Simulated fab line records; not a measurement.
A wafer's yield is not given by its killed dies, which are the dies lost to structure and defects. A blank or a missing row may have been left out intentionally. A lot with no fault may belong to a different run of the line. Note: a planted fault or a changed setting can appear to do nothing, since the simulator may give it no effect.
Matching of chambers || flow berkeley-cmos170 || 4 sister chambers for UCB170_V2_CMP_02 on cmp-01
The step polishes SiO2. 22 wafers are shown with their chamber, then 11 later ones without.

== EACH WAFER AND ITS CHAMBER ==
{"wafer": "L490.4", "chamber": 2, "motor-current-A (A)": 17.6}
{"wafer": "L490.5", "chamber": 1, "motor-current-A (A)": 13.7}
{"wafer": "L490.6", "chamber": 2, "motor-current-A (A)": 17.5}
{"wafer": "L492.2", "chamber": 2, "motor-current-A (A)": 16.1}
{"wafer": "L492.5", "chamber": 0, "motor-current-A (A)": 15.2}
{"wafer": "L492.6", "chamber": 3, "motor-current-A (A)": 18.3}
{"wafer": "L491.1", "chamber": 0, "motor-current-A (A)": 17.3}
{"wafer": "L491.4", "chamber": 3, "motor-current-A (A)": 18.5}
{"wafer": "L491.5", "chamber": 1, "motor-current-A (A)": 14.5}
{"wafer": "L494.2", "chamber": 0, "motor-current-A (A)": 15.5}
{"wafer": "L494.4", "chamber": 1, "motor-current-A (A)": 14.5}
{"wafer": "L494.6", "chamber": 1, "motor-current-A (A)": 13.9}
{"wafer": "L495.1", "chamber": 1, "motor-current-A (A)": 14.0}
{"wafer": "L495.2", "chamber": 3, "motor-current-A (A)": 18.0}
{"wafer": "L495.6", "chamber": 2, "motor-current-A (A)": 16.7}
{"wafer": "L496.1", "chamber": 3, "motor-current-A (A)": 18.0}
{"wafer": "L496.2", "chamber": 1, "motor-current-A (A)": 14.0}
{"wafer": "L496.5", "chamber": 0, "motor-current-A (A)": 15.2}
{"wafer": "L497.1", "chamber": 2, "motor-current-A (A)": 17.1}
{"wafer": "L497.2", "chamber": 1, "motor-current-A (A)": 14.2}
{"wafer": "L497.3", "chamber": 3, "motor-current-A (A)": 18.5}
{"wafer": "L499.1", "chamber": 3, "motor-current-A (A)": 17.9}

SIGNATURES (means of the wafers above)
{"reading": "motor-current-A", "chamber 0": 15.800, "chamber 1": 14.114, "chamber 2": 17.000, "chamber 3": 18.200, "scatter within a chamber": 0.552}
Rule: a wafer's distance from a chamber is the root of the sum, over the readings, of the square of ((its reading less the chamber's mean) divided by the reading's scatter). The wafer belongs to the nearest chamber; if the next one is less than 2 further off, it can't be placed. The scatter: take each reading less its chamber's mean, square it, sum over the shown wafers, divide by the number of wafers less the number of chambers, and take the root.

== WAFERS WITH NO CHAMBER GIVEN ==
{"wafer": "L499.3", "motor-current-A (A)": 14.2}
{"wafer": "L499.6", "motor-current-A (A)": 14.6}
{"wafer": "L498.1", "motor-current-A (A)": 20.0}
{"wafer": "L498.3", "motor-current-A (A)": 16.2}
{"wafer": "L498.4", "motor-current-A (A)": 14.9}
{"wafer": "L500.1", "motor-current-A (A)": 16.1}
{"wafer": "L500.4", "motor-current-A (A)": 15.0}
{"wafer": "L500.6", "motor-current-A (A)": 17.1}
{"wafer": "L502.1", "motor-current-A (A)": 16.7}
{"wafer": "L502.4", "motor-current-A (A)": 13.3}
{"wafer": "L502.6", "motor-current-A (A)": 17.4}

== CHAMBER TAKEN BY EACH ==
{"wafer": "L499.3", "from the rows above": 1, "in truth": 1}
{"wafer": "L499.6", "from the rows above": "can't be placed: 1 or 0", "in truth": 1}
{"wafer": "L498.1", "from the rows above": 3, "in truth": 3}
{"wafer": "L498.3", "from the rows above": "can't be placed: 0 or 2", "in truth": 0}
{"wafer": "L498.4", "from the rows above": "can't be placed: 1 or 0", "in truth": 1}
{"wafer": "L500.1", "from the rows above": "can't be placed: 0 or 2", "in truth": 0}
{"wafer": "L500.4", "from the rows above": "can't be placed: 0 or 1", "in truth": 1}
{"wafer": "L500.6", "from the rows above": "can't be placed: 2 or 3", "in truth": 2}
{"wafer": "L502.1", "from the rows above": "can't be placed: 2 or 0", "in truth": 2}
{"wafer": "L502.4", "from the rows above": 1, "in truth": 1}
{"wafer": "L502.6", "from the rows above": "can't be placed: 2 or 3", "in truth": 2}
Correct placement for 3 of the 11. Cannot be placed on the basis of these rows: 8; the candidates contain the true chamber in 8. Number placed wrongly: 0.
